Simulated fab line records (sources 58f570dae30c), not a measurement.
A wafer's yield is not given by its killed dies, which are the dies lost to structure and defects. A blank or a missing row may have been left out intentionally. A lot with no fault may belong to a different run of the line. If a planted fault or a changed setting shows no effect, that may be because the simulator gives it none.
Split-lot experiment :: flow berkeley cmos170 :: route with 331 steps; 5 lots, 23 wafers read

== SPLIT DETAILS ==
At UCB170_NWELL_IMPLANT_14, the setting energy kev was moved away from the recipe's 150 on 11 of the 23 wafers read, by -5.9% to +2.3%. This setting was run at the recipe's value on the other wafers.

The reading is taken at the split's own step.

== THE READING ==
In nm, at UCB170_NWELL_IMPLANT_14: implant.drp nm, which is the simulator's own figure and was read by no gauge. The file gives no usual value for it.

wafer: L074.1
tool, chamber at the split: implanter-02, 0
energy kev as run: 150
against the recipe: recipe
implant.drp nm, nm: 62.72
against lot-mates on the recipe: -

wafer: L074.4
tool, chamber at the split: implanter-02, 0
energy kev as run: 150
against the recipe: recipe
implant.drp nm, nm: 62.72
against lot-mates on the recipe: -

wafer: L074.3
tool, chamber at the split: implanter-02, 0
energy kev as run: 147.4
against the recipe: -1.7%
implant.drp nm, nm: 61.88
against lot-mates on the recipe: -0.84

wafer: L074.5
tool, chamber at the split: implanter-02, 0
energy kev as run: 147.4
against the recipe: -1.7%
implant.drp nm, nm: 61.88
against lot-mates on the recipe: -0.84

wafer: L074.6
tool, chamber at the split: implanter-02, 0
energy kev as run: 147.4
against the recipe: -1.7%
implant.drp nm, nm: 61.88
against lot-mates on the recipe: -0.84

wafer: L080.2
tool, chamber at the split: implanter-01, 0
energy kev as run: 150
against the recipe: recipe
implant.drp nm, nm: 62.72
against lot-mates on the recipe: -

wafer: L080.3
tool, chamber at the split: implanter-01, 0
energy kev as run: 150
against the recipe: recipe
implant.drp nm, nm: 62.72
against lot-mates on the recipe: -

wafer: L080.5
tool, chamber at the split: implanter-01, 0
energy kev as run: 150
against the recipe: recipe
implant.drp nm, nm: 62.72
against lot-mates on the recipe: -

wafer: L080.4
tool, chamber at the split: implanter-01, 0
energy kev as run: 141.1
against the recipe: -5.9%
implant.drp nm, nm: 59.79
against lot-mates on the recipe: -2.93

wafer: L080.6
tool, chamber at the split: implanter-01, 0
energy kev as run: 141.1
against the recipe: -5.9%
implant.drp nm, nm: 59.79
against lot-mates on the recipe: -2.93

wafer: L081.2
tool, chamber at the split: implanter-02, 0
energy kev as run: 153.4
against the recipe: +2.3%
implant.drp nm, nm: 63.79
against lot-mates on the recipe: +1.07

wafer: L081.5
tool, chamber at the split: implanter-02, 0
energy kev as run: 153.4
against the recipe: +2.3%
implant.drp nm, nm: 63.79
against lot-mates on the recipe: +1.07

wafer: L081.6
tool, chamber at the split: implanter-02, 0
energy kev as run: 153.4
against the recipe: +2.3%
implant.drp nm, nm: 63.79
against lot-mates on the recipe: +1.07

wafer: L081.3
tool, chamber at the split: implanter-02, 0
energy kev as run: 150
against the recipe: recipe
implant.drp nm, nm: 62.72
against lot-mates on the recipe: -

wafer: L081.4
tool, chamber at the split: implanter-02, 0
energy kev as run: 150
against the recipe: recipe
implant.drp nm, nm: 62.72
against lot-mates on the recipe: -

wafer: L082.1
tool, chamber at the split: implanter-04, 0
energy kev as run: 147.4
against the recipe: -1.7%
implant.drp nm, nm: 61.88
against lot-mates on the recipe: -0.84

wafer: L082.2
tool, chamber at the split: implanter-04, 0
energy kev as run: 147.4
against the recipe: -1.7%
implant.drp nm, nm: 61.88
against lot-mates on the recipe: -0.84

wafer: L082.4
tool, chamber at the split: implanter-04, 0
energy kev as run: 147.4
against the recipe: -1.7%
implant.drp nm, nm: 61.88
against lot-mates on the recipe: -0.84

wafer: L082.5
tool, chamber at the split: implanter-04, 0
energy kev as run: 150
against the recipe: recipe
implant.drp nm, nm: 62.72
against lot-mates on the recipe: -

wafer: L082.6
tool, chamber at the split: implanter-04, 0
energy kev as run: 150
against the recipe: recipe
implant.drp nm, nm: 62.72
against lot-mates on the recipe: -

wafer: L084.1
tool, chamber at the split: implanter-04, 0
energy kev as run: 150
against the recipe: recipe
implant.drp nm, nm: 62.72
against lot-mates on the recipe: -

wafer: L084.5
tool, chamber at the split: implanter-04, 0
energy kev as run: 150
against the recipe: recipe
implant.drp nm, nm: 62.72
against lot-mates on the recipe: -

wafer: L084.6
tool, chamber at the split: implanter-04, 0
energy kev as run: 150
against the recipe: recipe
implant.drp nm, nm: 62.72
against lot-mates on the recipe: -

THE FIT
A straight line over all 23 wafers: implant.drp nm changes by +0.488 nm for each +1% of energy kev; r = +1.00; the points scatter about the line by 0.016 nm.
The same after taking each lot's own level away (the mean of its wafers on the recipe; 23 wafers): +0.488 nm for each +1%; r = +1.00; scatter 0.016 nm.
The reading moves by 2.9 nm for the largest change in energy kev, on that fit.
The lots' own levels span 62.720 to 62.720 nm.
Hence the lot-to-lot level has little effect on the slope; both slopes agree.
Check: -2.89 nm against its lot-mates is what the line predicts for one of the wafers moved furthest among these (-5.9%) when that wafer is left out of the fit. It came out at -2.93 nm against them.

== THE OTHER SPLITS THESE WAFERS WENT THROUGH ==
These wafers also went through other splits before the reading. Each is held against what the fit with the lots' levels taken away leaves over:
other split on the same wafers: UCB170_START_OXIDATION_02 temp c
wafers away from the commonest value: 15
r with implant.drp nm (lot level and that fit taken away): +0.02

other split on the same wafers: UCB170_NWELL_COAT_07 resist thk nm
wafers away from the commonest value: 7
r with implant.drp nm (lot level and that fit taken away): -0.02

== THE WHOLE CHAIN: every reading that the file lists as answering this split, in the file's order ==
step: UCB170_NWELL_IMPLANT_14
what it does: 
reading: implant.rp nm (the simulator's own value, which no gauge read)
change (the file's fit): +1.92 nm for each +1% of the setting
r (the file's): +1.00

step: UCB170_NWELL_IMPLANT_14
what it does: 
reading: implant.drp nm (the simulator's own value, which no gauge read)
change (the file's fit): +0.491 nm for each +1% of the setting
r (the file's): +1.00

== FILE'S OWN FIT ==
implant.drp nm changes by +0.491 nm for each +1% of energy kev, r = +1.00.
